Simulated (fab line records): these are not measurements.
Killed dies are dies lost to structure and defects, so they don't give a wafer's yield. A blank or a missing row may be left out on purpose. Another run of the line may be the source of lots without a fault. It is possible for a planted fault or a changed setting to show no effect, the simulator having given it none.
Check for tools in common | flow rit_cmos | 13 lots, 39 wafers sampled

## THE REASON FOR OPENING IT
At RIT_SILICIDE_RS_MEAS_02 the reading SILICIDE_TI_RS is flagged on 2 of 13 lots. Fault-free wafers read 48.2 ohm/sq, with a standard deviation of 0.74.
Rule: a lot is flagged when every wafer of it that has a number lies more than 4 standard deviations from that mean, or none has a number. All remaining lots are regarded as sound.

lot  | measured    | on            | SILICIDE_TI_RS (ohm/sq), wafer by wafer | flag
L788 | day 3 02:05 | film_metro-04 | 48.1 47.7 47.6                          |
L789 | day 3 07:45 | film_metro-03 | 48.2 48.2 47.0                          |
L792 | day 4 01:05 | film_metro-01 | 47.2 47.7 47.5                          |
L793 | day 4 03:55 | film_metro-03 | 85.0 84.2 86.9                          | FLAGGED
L795 | day 4 15:59 | film_metro-04 | 84.1 86.0 82.4                          | FLAGGED
L796 | day 4 18:33 | film_metro-04 | 48.3 48.4 48.2                          |
L798 | day 5 04:52 | film_metro-01 | 47.1 46.6 47.2                          |
L800 | day 5 14:18 | film_metro-04 | 48.2 49.1 48.3                          |
L802 | day 6 02:04 | film_metro-04 | 48.0 47.6 48.1                          |
L804 | day 6 12:14 | film_metro-03 | 48.1 48.1 48.0                          |
L806 | day 7 00:46 | film_metro-04 | 49.6 49.7 49.1                          |
L808 | day 7 14:55 | film_metro-01 | 47.3 47.8 47.7                          |
L810 | day 7 22:21 | film_metro-04 | 47.1 47.5 47.2                          |
On average the flagged lots' numbers are 84.8 ohm/sq, which is +36.6 ohm/sq against the usual, or +49 standard deviations.

## EACH LOT AND THE TOOL IT RAN ON
The record holds 1 process step before the reading, out of a route of 202 steps. Cell contents, in order: the tool; ch with the chambers the sampled wafers went through; the start.
lot  | flag    | RIT_SILICIDE_SPUTTER_01
L788 |         | pvd_sputter-01, day 3 01:55
L789 |         | pvd_sputter-04, day 3 07:36
L792 |         | pvd_sputter-01, day 4 00:56
L793 | FLAGGED | pvd_sputter-04, day 4 03:44
L795 | FLAGGED | pvd_sputter-04, day 4 15:49
L796 |         | pvd_sputter-02, day 4 18:24
L798 |         | pvd_sputter-01, day 5 04:43
L800 |         | pvd_sputter-01, day 5 14:09
L802 |         | pvd_sputter-02, day 6 01:53
L804 |         | pvd_sputter-02, day 6 12:05
L806 |         | pvd_sputter-02, day 7 00:35
L808 |         | pvd_sputter-02, day 7 14:46
L810 |         | pvd_sputter-02, day 7 22:11
What the steps here do:
- RIT_SILICIDE_SPUTTER_01: material Ti, target thk 30 nm, time 240 s.
- RIT_SILICIDE_RS_MEAS_02: measures by four-point-probe.

## FLAGGED AGAINST TOTAL, ONE TOOL AT A TIME (gauges that did the reading follow at the end)
step                    | tool           | lots run | flagged | share of the flagged lots | sound lots run after its first flagged lot
RIT_SILICIDE_SPUTTER_01 | pvd_sputter-01 | 4        | 0       | none                      | -
RIT_SILICIDE_SPUTTER_01 | pvd_sputter-02 | 6        | 0       | none                      | -
RIT_SILICIDE_SPUTTER_01 | pvd_sputter-04 | 3        | 2       | all                       | 0
RIT_SILICIDE_RS_MEAS_02 | film_metro-01  | 3        | 0       | none                      | -
RIT_SILICIDE_RS_MEAS_02 | film_metro-03  | 3        | 1       | some                      | 1 (L804)
RIT_SILICIDE_RS_MEAS_02 | film_metro-04  | 7        | 1       | some                      | 5 (L796,L800,L802,L806,L810)

## WHAT THE TABLE ALLOWS
1 row of the table ran every flagged lot: pvd_sputter-04 at RIT_SILICIDE_SPUTTER_01.
- pvd_sputter-04 at RIT_SILICIDE_SPUTTER_01: 2 of its 3 lots flagged. Last sound lot L789 at day 3 07:36, first flagged lot L793 at day 4 03:44; a fault beginning in between fits.
What remains is a single tool, pvd_sputter-04 at RIT_SILICIDE_SPUTTER_01.

## WHAT WAS PUT IN BY THE SIMULATOR
Site profile drift: pvd_sputter-04, from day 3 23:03 on, at RIT_SILICIDE_SPUTTER_01. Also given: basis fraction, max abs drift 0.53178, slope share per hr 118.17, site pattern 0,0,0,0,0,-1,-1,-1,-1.
Shown lots that were struck: L793, L795. The rule above reached the same finding.
